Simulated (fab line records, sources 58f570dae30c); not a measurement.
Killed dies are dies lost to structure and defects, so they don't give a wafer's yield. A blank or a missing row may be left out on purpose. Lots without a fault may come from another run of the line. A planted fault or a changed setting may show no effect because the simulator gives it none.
Problem report in the 8D (eight disciplines) form, filled by code | flow berkeley_cmos170 | the parts of the form that need people (team, actions taken, sign-off) are left out

1. THE PROBLEM
spin_speed_rpm at UCB170_M2_COAT_10 reads a mean of 1541.0 rpm on 6 wafers of 2 lots; wafers without a fault read 1499.9 rpm with a standard deviation of 0.97. That is +42 standard deviations from the usual mean.
The step: resist thk 900 nm.
First seen on wafer L347.1, day 11 11:00, on litho_track-01. The record holds 42 wafers of 14 lots with a number at this step. Rule for "out", or "out of limits": more than 4 standard deviations from the usual mean. The other wafers with a number count as sound.

2. WHAT IT IS AND WHAT IT IS NOT
question                    | is                     | is not
which readings at this step | spin_speed_rpm         | resist_line_temp_C
which lots                  | L346, L347             | L332, L333, L334, L337, L339, L340, L342, L349, L350, L351, L352, L355
which wafers of those lots  | all that have a number | -
read on which tools         | litho_track-01         | litho_track-02, litho_track-04
when                        | from day 11 11:00      | up to then (21 sound wafers); but 15 sound wafers of L349, L350, L351, L352, L355 came after

3. SUSPECTS, AND WHAT RULES EACH OUT
Counting: a tool at a process step up to the reading stays a suspect if it ran every lot that is out and no sound lot after the first of them.
- litho_track-01 at UCB170_M2_COAT_10 (resist thk 900 nm): kept. It ran every lot that is out, first L347 (day 11 11:00), and no sound lot after that; its last sound lot up to then is L340 (day 9 21:00). Its own readings are out on those wafers: spin_speed_rpm.
Left after counting: litho_track-01 at UCB170_M2_COAT_10.

4. THE CAUSE (what the simulator had put in)
Process parameter drift: litho_track-01, from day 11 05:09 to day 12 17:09, at UCB170_M2_COAT_10. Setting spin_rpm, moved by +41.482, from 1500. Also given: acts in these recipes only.
Counting left only this tool.

5. THE CHAIN OF EFFECTS, in route order
Each row: a reading whose mean over the struck wafers that have a number lies more than 3 standard deviations from the usual. Only readings for which the record gives a usual standard deviation are gone through. hours: the time from each lot's start at the first step in this table that gives one to its start at this step, as a median over the lots. sigmas: the change in usual standard deviations.
hours | step              | reading        | usual      | on struck wafers | change | sigmas
0     | UCB170_M2_COAT_10 | spin_speed_rpm | 1499.9 rpm | 1541.0           | +41.1  | +42
The process steps in it:
- UCB170_M2_COAT_10: resist thk 900 nm.
Later measuring or inspecting steps at which every struck wafer that the step has a row for has a number for every such reading, and none has moved that far: UCB170_M2_CD_MEAS_90.

6. WHAT WOULD HAVE CAUGHT IT SOONER
In this record the first reading out of limits was taken at day 11 11:00, 6 hours after the fault began at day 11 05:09.
